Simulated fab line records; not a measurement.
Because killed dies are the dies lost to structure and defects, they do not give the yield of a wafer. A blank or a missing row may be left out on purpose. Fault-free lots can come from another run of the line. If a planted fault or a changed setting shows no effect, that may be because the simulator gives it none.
Struck lot and sound lot, side by side ; flow rit-cmos ; 15 out of 202 route steps
Sound: these wafers, L488.2, L488.5, L488.6. Wafers struck: L500.1, L500.2. At the end, the cause is stated.
Per side, at each step with rows, come the tool, then ch with its chambers, and then its first start. Under that, the readings that differ: sound wafers ; struck wafers ; difference of the means ; sigmas: that difference in standard deviations of wafers without a fault.
alike: same words and numbers on both sides, and readings whose means sit less than 2 such deviations apart. not compared: any withheld reading, any reading some wafer has no value for, any bound like >300 that may hide the same value, and any number with overlapping values for which the record gives no deviation.
The two part at a step that has a row with sigmas, a row that says differs or no value, or rows on one side only. Numbers that have no deviation but don't overlap get no sigmas and don't part them. A reading that every wafer of one side lacks parts them only if that side has two wafers or more.

first, 1 step without rows for these wafers: RIT_SDANNEAL_CLEAN_02 (cleans in SC2, time 600 s).
RIT_SDANNEAL_RTA_03: time 5 s.
  sound on rtp-anneal-02 ch 0, day 4 01:42; struck on rtp-anneal-02 ch 0, day 6 14:38
  alike: wafer_temp_C_max
RIT_SDANNEAL_RS_MEAS_04: uses a four-point probe to measure.
  sound on film-metro-02, day 4 01:46; struck on film-metro-01, day 6 14:42
  alike: PSD_RS
RIT_SDANNEAL_RS_MEAS_05: uses a four-point probe to measure.
  sound on film-metro-02, day 4 01:53; struck on film-metro-01, day 6 14:49
reading;sound;struck;difference;sigmas
NSD_RS (ohm/sq);84.1 84.2 84.1;85.1 85.2;+1.0;+3
RIT_SDANNEAL_RS_MEAS_06: uses a four-point probe to measure.
  sound on film-metro-02, day 4 02:01; struck on film-metro-01, day 6 14:56
  alike: PLDD_RS
RIT_SDANNEAL_RS_MEAS_07: uses a four-point probe to measure.
  sound on film-metro-02, day 4 02:08; struck on film-metro-01, day 6 15:04
  alike: NLDD_RS
then, 1 step without rows for these wafers: RIT_SILICIDE_WET_ETCH_00 (etches SiO2 in BOE, target depth 14 nm, time 15 s).
RIT_SILICIDE_SPUTTER_01: material Ti, target thk 30 nm, time 240 s.
  sound on pvd-sputter-02, day 4 02:15; struck on pvd-sputter-03, day 6 15:11
  alike: throttle-valve-pct
RIT_SILICIDE_RS_MEAS_02: uses a four-point probe to measure.
  sound on film-metro-04, day 4 02:25; struck on film-metro-02, day 6 15:20
reading;sound;struck;difference;sigmas
SILICIDE_TI_RS (ohm/sq);46.3 46.5 46.6;49.4 48.4;+2.4;+3
RIT_SILICIDE_THK_MEAS_03: measures by xrf.
  sound on film-metro-04, day 4 02:32; struck on film-metro-02, day 6 15:28
reading;sound;struck;difference;sigmas
SILICIDE_TI_THK (nm);30.4 30.2 30.2;28.8 29.2;-1.3;-3
RIT_SILICIDE_RTA_04: time 10 s, ramp up 5 s, ramp down 5 s.
  sound on rtp-anneal-01 ch 0, day 4 02:35; struck on rtp-anneal-01 ch 0, day 6 15:31
  alike: wafer_temp_C_max
then, 1 step without rows for these wafers: RIT_SILICIDE_WET_ETCH_05 (etches Ti in SPM, time 120 s).
RIT_SILICIDE_RTA_06: time 10 s, ramp up 5 s, ramp down 10 s.
  sound on rtp-anneal-02 ch 0, day 4 02:41; struck on rtp-anneal-02 ch 0, day 6 15:38
reading;sound;struck;difference;sigmas
wafer_temp_C_max;753.0 752.2 755.0;750.0 750.0;-3.4;-6
RIT_CONTACT_CVD_00: deposits SiO2 from TEOS, target thk 400 nm, time 61 s.
  sound on pecvd-03 ch 0,2, day 4 02:45; struck on pecvd-02 ch 0,1, day 6 15:41
  alike: heater-power-w
RIT_M1_PROBE_99:
  record: rows for the struck wafers here (prober-01, day 6 22:06), none for the sound ones

== WHERE THEY PART ==
At RIT_SDANNEAL_RS_MEAS_05 first; at RIT_M1_PROBE_99 last (within this record only).

WHY: what the simulator had put in
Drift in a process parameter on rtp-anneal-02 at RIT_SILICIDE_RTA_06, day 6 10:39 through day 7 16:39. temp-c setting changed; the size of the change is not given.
